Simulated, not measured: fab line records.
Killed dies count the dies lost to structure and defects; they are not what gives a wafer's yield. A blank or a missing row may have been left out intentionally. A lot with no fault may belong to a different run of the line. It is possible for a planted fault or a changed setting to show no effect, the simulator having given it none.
Which tool did it? || flow berkeley-cmos170 || 14 lots with 42 wafers sampled at 5 steps, on a route of 331 steps

## WHAT EACH GAUGE READ, for each wafer
UCB170_GATE_CD_MEAS_12 targets a cd of 350 nm.
{"lot": "L410", "measured": "day 7 09:31", "on": "cd-sem-02", "cd-nm (nm)": "347.6 349.4 347.6"}
{"lot": "L409", "measured": "day 7 10:15", "on": "cd-sem-01", "cd-nm (nm)": "351.6 351.7 351.0"}
{"lot": "L414", "measured": "day 8 03:17", "on": "cd-sem-01", "cd-nm (nm)": "349.2 348.6 349.4"}
{"lot": "L417", "measured": "day 9 00:12", "on": "cd-sem-01", "cd-nm (nm)": "350.6 349.6 350.3"}
{"lot": "L416", "measured": "day 9 00:29", "on": "cd-sem-01", "cd-nm (nm)": "347.6 349.3 348.6"}
{"lot": "L419", "measured": "day 9 06:32", "on": "cd-sem-02", "cd-nm (nm)": "349.9 350.3 349.7"}
{"lot": "L418", "measured": "day 10 15:26", "on": "cd-sem-02", "cd-nm (nm)": "348.7 348.2 348.2"}
{"lot": "L422", "measured": "day 10 15:31", "on": "cd-sem-01", "cd-nm (nm)": "349.1 348.9 349.3"}
{"lot": "L425", "measured": "day 10 21:02", "on": "cd-sem-02", "cd-nm (nm)": "351.5 350.5 352.8"}
{"lot": "L424", "measured": "day 10 21:18", "on": "cd-sem-02", "cd-nm (nm)": "351.7 352.3 351.7"}
{"lot": "L431", "measured": "day 11 22:58", "on": "cd-sem-02", "cd-nm (nm)": "349.7 350.4 350.0"}
{"lot": "L429", "measured": "day 11 23:42", "on": "cd-sem-02", "cd-nm (nm)": "349.3 347.3 348.4"}
{"lot": "L430", "measured": "day 11 23:58", "on": "cd-sem-02", "cd-nm (nm)": "350.9 350.8 350.7"}
{"lot": "L432", "measured": "day 12 08:00", "on": "cd-sem-01", "cd-nm (nm)": "347.2 348.3 348.1"}

UCB170_NLDD_OVL_MEAS_07.
{"lot": "L410", "measured": "day 7 13:59", "on": "overlay-02", "NLDD_OVL (nm)": "-14 -13 -12"}
{"lot": "L409", "measured": "day 7 15:10", "on": "overlay-02", "NLDD_OVL (nm)": "2 0 -7"}
{"lot": "L414", "measured": "day 8 08:34", "on": "overlay-02", "NLDD_OVL (nm)": "8 2 0"}
{"lot": "L417", "measured": "day 9 05:05", "on": "overlay-02", "NLDD_OVL (nm)": "-5 -2 -2"}
{"lot": "L416", "measured": "day 9 04:56", "on": "overlay-01", "NLDD_OVL (nm)": "-1 -8 -7"}
{"lot": "L419", "measured": "day 9 10:56", "on": "overlay-01", "NLDD_OVL (nm)": "-1 2 2"}
{"lot": "L418", "measured": "day 10 18:52", "on": "overlay-01", "NLDD_OVL (nm)": "-5 -4 0"}
{"lot": "L422", "measured": "day 10 19:20", "on": "overlay-01", "NLDD_OVL (nm)": "-9 -7 -3"}
{"lot": "L425", "measured": "day 11 00:32", "on": "overlay-02", "NLDD_OVL (nm)": "-7 -2 -1"}
{"lot": "L424", "measured": "day 11 01:09", "on": "overlay-02", "NLDD_OVL (nm)": "-9 -3 2"}
{"lot": "L431", "measured": "day 12 03:51", "on": "overlay-02", "NLDD_OVL (nm)": "-2 -16 1"}
{"lot": "L429", "measured": "day 12 04:43", "on": "overlay-01", "NLDD_OVL (nm)": "310 315 318"}
{"lot": "L430", "measured": "day 12 05:49", "on": "overlay-02", "NLDD_OVL (nm)": "311 321 308"}
{"lot": "L432", "measured": "day 12 14:33", "on": "overlay-02", "NLDD_OVL (nm)": "-5 -10 -10"}

UCB170_SPACER_THK_MEAS_01.
{"lot": "L410", "measured": "day 7 14:43", "on": "film-metro-02", "SPACER_TEOS_THK (nm)": "382 377 384"}
{"lot": "L409", "measured": "day 7 15:55", "on": "film-metro-01", "SPACER_TEOS_THK (nm)": "369 376 378"}
{"lot": "L414", "measured": "day 8 09:17", "on": "film-metro-01", "SPACER_TEOS_THK (nm)": "375 376 377"}
{"lot": "L417", "measured": "day 9 05:48", "on": "film-metro-01", "SPACER_TEOS_THK (nm)": "371 378 374"}
{"lot": "L416", "measured": "day 9 05:40", "on": "film-metro-02", "SPACER_TEOS_THK (nm)": "380 383 381"}
{"lot": "L419", "measured": "day 9 11:38", "on": "film-metro-02", "SPACER_TEOS_THK (nm)": "372 377 375"}
{"lot": "L418", "measured": "day 10 19:35", "on": "film-metro-02", "SPACER_TEOS_THK (nm)": "374 379 370"}
{"lot": "L422", "measured": "day 10 20:03", "on": "film-metro-04", "SPACER_TEOS_THK (nm)": "373 372 378"}
{"lot": "L425", "measured": "day 11 01:15", "on": "film-metro-02", "SPACER_TEOS_THK (nm)": "375 374 380"}
{"lot": "L424", "measured": "day 11 01:55", "on": "film-metro-02", "SPACER_TEOS_THK (nm)": "373 381 378"}
{"lot": "L431", "measured": "day 12 04:35", "on": "film-metro-02", "SPACER_TEOS_THK (nm)": "380 379 382"}
{"lot": "L429", "measured": "day 12 05:30", "on": "film-metro-01", "SPACER_TEOS_THK (nm)": "376 378 381"}
{"lot": "L430", "measured": "day 12 06:32", "on": "film-metro-01", "SPACER_TEOS_THK (nm)": "377 371 379"}
{"lot": "L432", "measured": "day 12 15:16", "on": "film-metro-02", "SPACER_TEOS_THK (nm)": "374 372 377"}

UCB170_PSD_OVL_MEAS_07.
{"lot": "L410", "measured": "day 7 21:57", "on": "overlay-02", "PSD_OVL (nm)": "-4 -1 -6"}
{"lot": "L409", "measured": "day 7 22:35", "on": "overlay-01", "PSD_OVL (nm)": "-1 4 5"}
{"lot": "L414", "measured": "day 8 16:54", "on": "overlay-02", "PSD_OVL (nm)": "3 4 -5"}
{"lot": "L417", "measured": "day 9 14:44", "on": "overlay-01", "PSD_OVL (nm)": "-3 -5 4"}
{"lot": "L416", "measured": "day 9 14:52", "on": "overlay-02", "PSD_OVL (nm)": "-12 -5 -12"}
{"lot": "L419", "measured": "day 9 15:16", "on": "overlay-02", "PSD_OVL (nm)": "3 9 5"}
{"lot": "L418", "measured": "day 11 01:41", "on": "overlay-02", "PSD_OVL (nm)": "0 -2 5"}
{"lot": "L422", "measured": "day 11 01:48", "on": "overlay-01", "PSD_OVL (nm)": "-5 -2 -1"}
{"lot": "L425", "measured": "day 11 09:05", "on": "overlay-01", "PSD_OVL (nm)": "9 13 9"}
{"lot": "L424", "measured": "day 11 08:49", "on": "overlay-02", "PSD_OVL (nm)": "-4 1 -1"}
{"lot": "L431", "measured": "day 12 11:41", "on": "overlay-01", "PSD_OVL (nm)": "7 -8 -3"}
{"lot": "L429", "measured": "day 12 11:50", "on": "overlay-02", "PSD_OVL (nm)": "-13 -11 -5"}
{"lot": "L430", "measured": "day 12 12:03", "on": "overlay-02", "PSD_OVL (nm)": "-9 -1 2"}
{"lot": "L432", "measured": "day 12 22:27", "on": "overlay-01", "PSD_OVL (nm)": "1 1 2"}

## WHICH TOOL RAN EACH LOT (tool, then ch and the chambers of the sampled wafers, then the start)
{"lot": "L410", "UCB170_NLDD_EXPOSE_03": "krf-scanner-01 ch 0, day 7 12:53"}
{"lot": "L409", "UCB170_NLDD_EXPOSE_03": "krf-scanner-01 ch 0, day 7 14:14"}
{"lot": "L414", "UCB170_NLDD_EXPOSE_03": "krf-scanner-01 ch 0, day 8 07:18"}
{"lot": "L417", "UCB170_NLDD_EXPOSE_03": "krf-scanner-01 ch 0, day 9 04:33"}
{"lot": "L416", "UCB170_NLDD_EXPOSE_03": "krf-scanner-01 ch 0, day 9 04:28"}
{"lot": "L419", "UCB170_NLDD_EXPOSE_03": "krf-scanner-02 ch 0, day 9 10:25"}
{"lot": "L418", "UCB170_NLDD_EXPOSE_03": "krf-scanner-01 ch 0, day 10 18:17"}
{"lot": "L422", "UCB170_NLDD_EXPOSE_03": "krf-scanner-01 ch 0, day 10 18:50"}
{"lot": "L425", "UCB170_NLDD_EXPOSE_03": "krf-scanner-02 ch 0, day 11 00:02"}
{"lot": "L424", "UCB170_NLDD_EXPOSE_03": "krf-scanner-02 ch 0, day 11 00:40"}
{"lot": "L431", "UCB170_NLDD_EXPOSE_03": "krf-scanner-01 ch 0, day 12 02:41"}
{"lot": "L429", "UCB170_NLDD_EXPOSE_03": "krf-scanner-02 ch 0, day 12 03:36"}
{"lot": "L430", "UCB170_NLDD_EXPOSE_03": "krf-scanner-02 ch 0, day 12 04:40"}
{"lot": "L432", "UCB170_NLDD_EXPOSE_03": "krf-scanner-01 ch 0, day 12 13:49"}
- UCB170_NLDD_EXPOSE_03: exposes mask NSELECT, target cd 1200 nm.

## AS READ BY THE TOOLS THEMSELVES (means over the sampled wafers that have a number; for cases with no such wafer, the mark the record gives instead)
The record holds no such reading with a usual standard deviation.

## THE ANSWER, worked out from the rows above alone
Rule: usual is defined by the lots themselves. Put in order of their means at a reading, lots are off if they are a third of the lots or fewer, leave a main group of 4 or more, and stand apart from it by a gap of 3 or more times the standard deviation of the main group's means; of several such gaps the widest counts. Not used: any main group whose means are identical at the precision the tables above print for the reading. A lot without any number at a reading at which 4 lots or more have one is off too. Any other lot the step has rows for is counted as sound. After the gauges, taken in route order, come the tools' own readings; for these a lot's mean is taken, as printed above. The first step at which some lot is off is used, and at that step the reading that is off furthest; a lot without a number counts as furthest.
Off: at UCB170_NLDD_OVL_MEAS_07 (NLDD_OVL), L429, L430. The main group: mean -4 nm, standard deviation 4.1.
If a tool, at a process step before that reading, ran all the lots that are off and no sound lot after the first of them, it fits. The gauges at UCB170_NLDD_OVL_MEAS_07 are tried like those tools. One fits: UCB170_NLDD_EXPOSE_03 on krf-scanner-02. A fault onset in the window from L424 (day 11 00:40, its last sound lot) to L429 (day 12 03:36, its first lot off) fits.

## WHAT WAS PUT IN BY THE SIMULATOR
Scanner matching overlay: krf-scanner-02, from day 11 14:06 on, at UCB170_NLDD_EXPOSE_03. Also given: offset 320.
Lots struck among those shown: L429, L430. The rule above found the same.
